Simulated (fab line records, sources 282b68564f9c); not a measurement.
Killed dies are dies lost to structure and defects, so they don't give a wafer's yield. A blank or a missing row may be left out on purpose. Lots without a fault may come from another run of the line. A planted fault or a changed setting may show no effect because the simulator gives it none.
fab line records | flow rit_cmos
record lots=4 wafers=12 last_day=6
route steps=202 shown SDANNEAL@156 SILICIDE@161 CONTACT@168 M1@184
lots that met no fault: from a run of the same line without faults
start_h: hours from the record's first day to the start of the lot's first wafer shown | wait_h: hours since the lot's step before | " the same as in the row above | L1.1+2: a row that stands for several wafers | - no value, or no start given | * or withheld: withheld | < > ~ a bound
route shown NAME@n: a module of which the file shows steps, and the number in the route of the first | usual: mean/standard deviation of fault-free wafers | same: alike in all rows | chamber/n: place in a boat | sites: the reading at each site | _std_site: their standard deviation | _edge_site: outer sites' mean less inner sites' | radius_mm: how far each site lies from the wafer's centre | mask NAME#n: copy n | behind: the tool/chamber that last shaped the wafer | hold: why the lot was held/for how many hours/how that ended | device: the transistor (n, p or np) that didn't switch | end of line: the same wafers' tests at the end of the route | a step without rows: its recipe alone | killed: dies lost to structure and defects at the first sort, not the wafer's yield | map: a wafer's dies, x killed, . not, _ none there
set.NAME: the setting as run; set.NAME@STEP: as run at that earlier step | model.NAME: the simulator's own value behind a step, which no gauge read
lots at some steps of the route; a table a step, a row a wafer
services: from which hour (start_h, from the record's first day; less than 0 if before it) a tool's chamber was out of use, for how many hours, and why
## steps
# step RIT_SDANNEAL_RTA_03
# recipe temp_c=1050 time_s=5 idle_temp_c=600 ramp_up_c_per_s=342 ramp_down_c_per_s=171 cool_to_c=600 ambient=N2
# step RIT_SILICIDE_WET_ETCH_00
# recipe chemistry=BOE target=SiO2 target_depth_nm=14 time_s=15 dry=n2_spin dilution=10:1 temp_c=21.5
# step RIT_SILICIDE_SPUTTER_01
# recipe material=Ti target_thk_nm=30 power_w=350 chamber_pressure_pa=0.6897 gas=Ar time_s=240 substrate_temp_c=25
# step RIT_SILICIDE_RTA_04
# recipe temp_c=650 time_s=10 idle_temp_c=25 ramp_up_s=5 ramp_down_s=5 cool_to_c=25 ambient=N2
# step RIT_SILICIDE_WET_ETCH_05
# recipe chemistry=SPM target=Ti temp_c=90 time_s=120 dry=n2_spin
# step RIT_SILICIDE_RTA_06
# recipe temp_c=750 time_s=10 idle_temp_c=25 ramp_up_s=5 ramp_down_s=10 cool_to_c=25 ambient=N2
# step RIT_CONTACT_CVD_00
# recipe material=SiO2 target_thk_nm=400 precursor=TEOS temp_c=390 time_s=61 rf_w=400
# usual heater_power_w=336/50 susceptor_temp_C=390.02/0.2
# columns lot.wafer tool chamber start_h wait_h heater_power_w susceptor_temp_C model.SiO2_of_CONTACT_CVD_00.thk_nm
L488.2 pecvd-01 1 74.10 0.0 356 389.95 400.1
L488.4 " 1 " " 385 390.22 403.7
L488.5 " 0 " " 459 389.82 406.5
L495.3 pecvd-01 0 106.88 0.0 367 390.16 442.4
L495.4 " 1 " " 381 389.85 399.5
L495.6 " 0 " " 397 389.88 446.7
L498.1 pecvd-01 2 121.43 0.1 374 389.97 389.1
L498.2 " 0 " " 454 389.84 438.7
L498.3 " 0 " " 452 390.22 446.6
L503.2 pecvd-03 1 147.04 0.0 350 389.99 395.8
L503.4 " 0 " " 353 390.13 401.6
L503.6 " 2 " " 302 390.48 400.7
# step RIT_CONTACT_THK_MEAS_01
# recipe reads=SiO2_of_CONTACT_CVD_00
# usual CONTACT_TEOS_THK=400/4.9
# columns lot.wafer tool chamber start_h wait_h CONTACT_TEOS_THK[nm]
L488.2 film_metro-04 - 74.16 0.0 400
L488.4 " - " " 403
L488.5 " - " " 407
L495.3 film_metro-03 - 106.95 0.0 442
L495.4 " - " " 399
L495.6 " - " " 446
L498.1 film_metro-03 - 121.50 0.1 389
L498.2 " - " " 439
L498.3 " - " " 447
L503.2 film_metro-02 - 147.10 0.0 396
L503.4 " - " " 402
L503.6 " - " " 401
# step RIT_CONTACT_HMDS_02
# recipe prime_time_s=60 prime_temp_c=140
# step RIT_CONTACT_COAT_03
# recipe resist=NOVOLAK spin_rpm=3250 resist_thk_nm=1000
# step RIT_CONTACT_SOFTBAKE_04
# recipe resist=NOVOLAK temp_c=90 time_s=60
# step RIT_CONTACT_EXPOSE_05
# recipe mask_id=M11 na=0.6 source_shape=conventional sigma_outer=0.5 target_cd_nm=1000 dose_mj=250
# step RIT_CONTACT_PEB_06
# recipe resist=NOVOLAK temp_c=withheld time_s=withheld
# step RIT_CONTACT_DEVELOP_07
# recipe resist=NOVOLAK develop_time_s=125.5 dev_temp_c=23
# step RIT_CONTACT_HARDBAKE_10
# recipe resist=NOVOLAK temp_c=140 time_s=60
# step RIT_CONTACT_ETCH_11
# recipe target_depth_a=4800 over_etch_frac=0.2 stop_on=TiSi2 chemistry=CHF3/CF4/Ar target=SiO2 CHF3_flow_sccm=50 cf4_flow_sccm=10 Ar_flow_sccm=100 O2_flow_sccm=5 pressure_mtorr=100 rf_w=200 time_s=320
# usual drypump_motor_current_A=5.8/0.43 oes_product_au=0.986/0.015 throttle_valve_pct=8.84/0.11
# same over_etch_frac=0.2 time_s=320
# columns lot.wafer tool chamber start_h wait_h drypump_motor_current_A oes_product_au rf_hours_counter_h throttle_valve_pct model.CONTACT.feature_depth_nm model.etch.depth_nm
L488.2 rie_diel-03 2 75.61 0.1 5.9 0.977 27 8.69 400.1 400.1
L488.4 " 0 " " 6.6 0.969 9 8.86 403.7 403.7
L488.5 " 0 " " 6.7 0.975 - 8.85 406.5 406.5
L495.3 rie_diel-02 2 108.44 0.1 5.4 1.003 137 8.80 442.4 442.4
L495.4 " 1 " " 5.4 0.994 - 9.00 399.5 399.5
L495.6 " 0 " " 6.3 1.005 - 9.00 446.7 446.7
L498.1 rie_diel-02 2 122.83 0.1 5.4 0.998 138 8.81 389.1 389.1
L498.2 " 1 " " 5.4 1.001 81 9.01 438.7 438.7
L498.3 " 0 " " 6.3 0.999 116 8.99 446.6 446.6
L503.2 rie_diel-03 2 148.77 0.1 5.9 0.977 29 8.70 395.8 395.8
L503.4 " 0 " " 6.6 0.977 11 8.85 401.6 401.6
L503.6 " 3 " " 5.7 0.975 - 8.82 400.7 400.7
# step RIT_CONTACT_STRIP_12
# recipe chemistry=O2 time_s=180 resist=NOVOLAK platen_temp_c=withheld power_w=500 pressure_mtorr=4000 o2_flow_sccm=4000
# step RIT_CONTACT_CLEAN_13
# recipe chemistry=SC1 mix=3:3:50 time_s=600 temp_c=75
# step RIT_CONTACT_CLEAN_14
# recipe chemistry=SC2 mix=3:3:50 time_s=600 temp_c=75 dry=n2_spin
# step RIT_M1_SPUTTER_00
# recipe material=Al target_thk_nm=400 power_w=1978 chamber_pressure_pa=0.4 gas=Ar time_s=500 substrate_temp_c=25
# step RIT_M1_HMDS_03
# recipe prime_time_s=60 prime_temp_c=140
# step RIT_M1_COAT_04
# recipe resist=NOVOLAK spin_rpm=2000 resist_thk_nm=1300
# step RIT_M1_SOFTBAKE_05
# recipe resist=NOVOLAK temp_c=90 time_s=60
# step RIT_M1_EXPOSE_06
# recipe mask_id=M12 na=0.6 source_shape=conventional sigma_outer=0.5 target_cd_nm=2600 dose_mj=250
# step RIT_M1_PEB_07
# recipe resist=NOVOLAK temp_c=withheld time_s=withheld
# step RIT_M1_DEVELOP_08
# recipe resist=NOVOLAK develop_time_s=68 dev_temp_c=23
# step RIT_M1_HARDBAKE_11
# recipe resist=NOVOLAK temp_c=140 time_s=120
# step RIT_M1_METAL_ETCH_12
# recipe stop_on=SiO2 chemistry=Cl2/BCl3 target=Al time_s=165 over_etch_frac=0.5 pressure_mtorr=98.29 target_depth_a=6000 rf_w=250 Cl2_flow_sccm=60 bcl3_flow_sccm=50
# usual drypump_motor_current_A=5.8/0.35 oes_product_au=0.774/0.014 throttle_valve_pct=8.43/0.095
# same over_etch_frac=0.5 time_s=165
# columns lot.wafer tool chamber start_h wait_h drypump_motor_current_A oes_product_au rf_hours_counter_h throttle_valve_pct model.SiO2_of_CONTACT_CVD_00.thk_nm
L488.2 rie_metal-02 0 78.42 0.2 5.9 0.785 0.7 8.56 363.7
L488.4 " 1 " " 6.1 0.771 - 8.24 367.7
L488.5 " 0 " " 5.9 0.785 - 8.55 370
L495.3 rie_metal-01 0 111.09 0.2 5.7 0.795 - 8.41 405.7
L495.4 " 1 " " 6.3 0.759 - 8.44 362
L495.6 " 1 " " 6.3 0.759 - 8.45 409.3
L498.1 rie_metal-01 1 125.54 0.2 6.3 0.752 2.9 8.47 352.1
L498.2 " 0 " " 5.7 0.786 2.9 8.42 402.2
L498.3 " 0 " " 5.7 0.785 - 8.42 410.2
L503.2 rie_metal-02 1 151.53 0.2 6.0 0.759 1.6 8.23 359.6
L503.4 " 1 " " 6.1 0.771 - 8.24 365.2
L503.6 " 1 " " 6.1 0.765 - 8.25 364.4
# step RIT_M1_STRIP_13
# recipe chemistry=nmp resist=NOVOLAK temp_c=80 time_s=600 dry=n2_spin
# step RIT_M1_PROBE_99
# usual killed_at_M0_to_M3=0.0/0.2 killed_at_contacts=0.1/0.32 killed_at_front_end=6.7/2.9 killed_dies=6.8/2.9 killed_open=3.3/1.7 killed_short=3.4/2.1
# same gross_dies=264 killed_at_M4_up=0 killed_at_back_side=0 killed_at_other=0
# columns lot.wafer tool chamber start_h wait_h killed_at_M0_to_M3 killed_at_contacts killed_at_front_end killed_dies killed_open killed_short model.etest.field_p_metal.vt_v model.etest.antenna_contact.vt_shift_v
L488.2 prober-02 - 81.08 0.1 0 0 14 14 9 5 -29.78 -0.01314
L488.4 prober-02 - 81.18 0.2 0 0 7 7 5 2 -30.35 -0.01002
L488.5 prober-02 - 81.23 0.2 0 0 11 11 5 6 -30.03 -0.009949
L495.3 prober-01 - 113.77 0.2 0 0 6 6 4 2 -31.7 -0.0003493
L495.4 prober-01 - 113.82 0.2 0 0 9 9 3 5 -29.89 -0.01135
L495.6 prober-01 - 113.92 0.2 0 2 4 6 4 0 -31.78 -0.006643
L498.1 prober-02 - 128.44 0.1 0 0 4 4 3 1 -28.76 -0.01087
L498.2 prober-02 - 128.49 0.1 0 0 6 6 1 5 -30.77 -0.00776
L498.3 prober-02 - 128.54 0.2 0 2 7 9 4 3 -31.31 -0.005044
L503.2 prober-01 - 154.39 0.1 1 0 6 7 4 2 -28.77 -0.01084
L503.4 prober-01 - 154.49 0.2 0 0 2 2 2 0 -28.9 -0.007919
L503.6 prober-01 - 154.59 0.2 1 0 6 7 1 5 -28.96 -0.005975
# killed by level:class
L488.2 FOX1:geometric_particle:open=3 GATE:geometric_particle:open=3 FOX1:geometric_particle:short=2 GATE:geometric_particle:short=2 REOX:geometric_particle:open=2 SILICIDE:geometric_particle:short=1 SILICIDE:geometric_particle:open=1
L488.4 SPACER:geometric_particle:open=4 FOX2:geometric_particle:short=1 GATE:geometric_particle:open=1 REOX:geometric_particle:short=1
L488.5 FOX1:geometric_particle:short=2 FOX1:geometric_particle:open=2 GATE:geometric_particle:open=2 SILICIDE:geometric_particle:short=2 FOX2:geometric_particle:short=1 SPACER:geometric_particle:open=1 SPACER:geometric_particle:short=1
L495.3 GATE:geometric_particle:open=2 FOX1:geometric_particle:short=1 GATE:geometric_particle:short=1 REOX:geometric_particle:open=1 SILICIDE:geometric_particle:open=1
L495.4 GATE:geometric_particle:open=2 FOX2:geometric_particle:open=1 FOX2:geometric_particle:short=1 GATE:geometric_particle:short=1 REOX:geometric_particle:short=1 SPACER:geometric_particle:short=1 SILICIDE:geometric_particle:short=1 NRETRO:coat_microbubble_printed=1
L495.6 CONTACT:area_etch=2 FOX1:geometric_particle:open=1 FOX2:geometric_particle:open=1 SPACER:geometric_particle:open=1 SILICIDE:geometric_particle:open=1
L498.1 GATE:geometric_particle:open=3 GATE:geometric_particle:short=1
L498.2 GATE:geometric_particle:short=3 FOX1:geometric_particle:short=1 GATE:geometric_particle:open=1 SILICIDE:geometric_particle:short=1
L498.3 GATE:geometric_particle:open=2 CONTACT:area_etch=2 FOX1:geometric_particle:short=1 GATE:geometric_particle:short=1 REOX:geometric_particle:open=1 REOX:geometric_particle:short=1 SILICIDE:geometric_particle:open=1
L503.2 REOX:geometric_particle:open=2 FOX1:geometric_particle:short=1 GATE:geometric_particle:open=1 SPACER:geometric_particle:open=1 SILICIDE:geometric_particle:short=1 M1:coat_microbubble_printed=1
L503.4 GATE:geometric_particle:open=2
L503.6 GATE:geometric_particle:short=4 FOX1:geometric_particle:short=1 GATE:geometric_particle:open=1 M1:coat_microbubble_printed=1
## services
# columns tool chamber start_h hours kind
pecvd-03 1 52.39 2.1 repair
pecvd-03 - 75.98 28.1 pm
pecvd-01 - 78.73 0.8 pm
rie_metal-02 0 88.75 3.6 repair
rie_diel-03 2 92.13 9.0 repair
rie_diel-03 0 102.71 4.3 repair
rie_diel-02 3 106.31 6.2 repair
rie_diel-02 3 112.75 - clean
rie_diel-02 3 112.75 23.8 scheduled_down
rie_diel-02 3 112.75 23.8 vent_cycle
pecvd-01 1 118.47 9.7 repair
pecvd-01 0 131.23 3.6 repair
rie_diel-03 3 151.06 - clean
## key
first_sign step=RIT_CONTACT_THK_MEAS_01 reading=CONTACT_TEOS_THK direction=up sigmas=8.8 usual=400 struck=443
effect none on later readings
model_effect step=RIT_CONTACT_CVD_00 value=SiO2_of_CONTACT_CVD_00.thk_nm without=399.1 struck=443.6
model_effect step=RIT_CONTACT_ETCH_11 value=CONTACT.feature_depth_nm without=399.1 struck=443.6
model_effect step=RIT_M1_METAL_ETCH_12 value=SiO2_of_CONTACT_CVD_00.thk_nm without=362.3 struck=406.9
model_effect step=RIT_M1_PROBE_99 value=etest.field_p_metal.vt_v without=-29.17 struck=-31.39
met_at RIT_CONTACT_CVD_00
struck_wafers L495.3,L495.6,L498.2,L498.3
tester_left_out L495,L498
onset_between 74.10 106.88
fault kind=process_parameter_drift tool=pecvd-01 chamber=0 onset_h=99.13 steps=RIT_CONTACT_CVD_00 channel=target_thk_nm offset=44.574 shape=step end_h=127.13 stated=400
# tester_left_out: of these lots the tester's yield and bins aren't shown, on N5 and GAA mostly nor the transistor test; their killed dies are dies lost to structure and defects alone, not to doping, threshold or leakage, so they don't give the yield
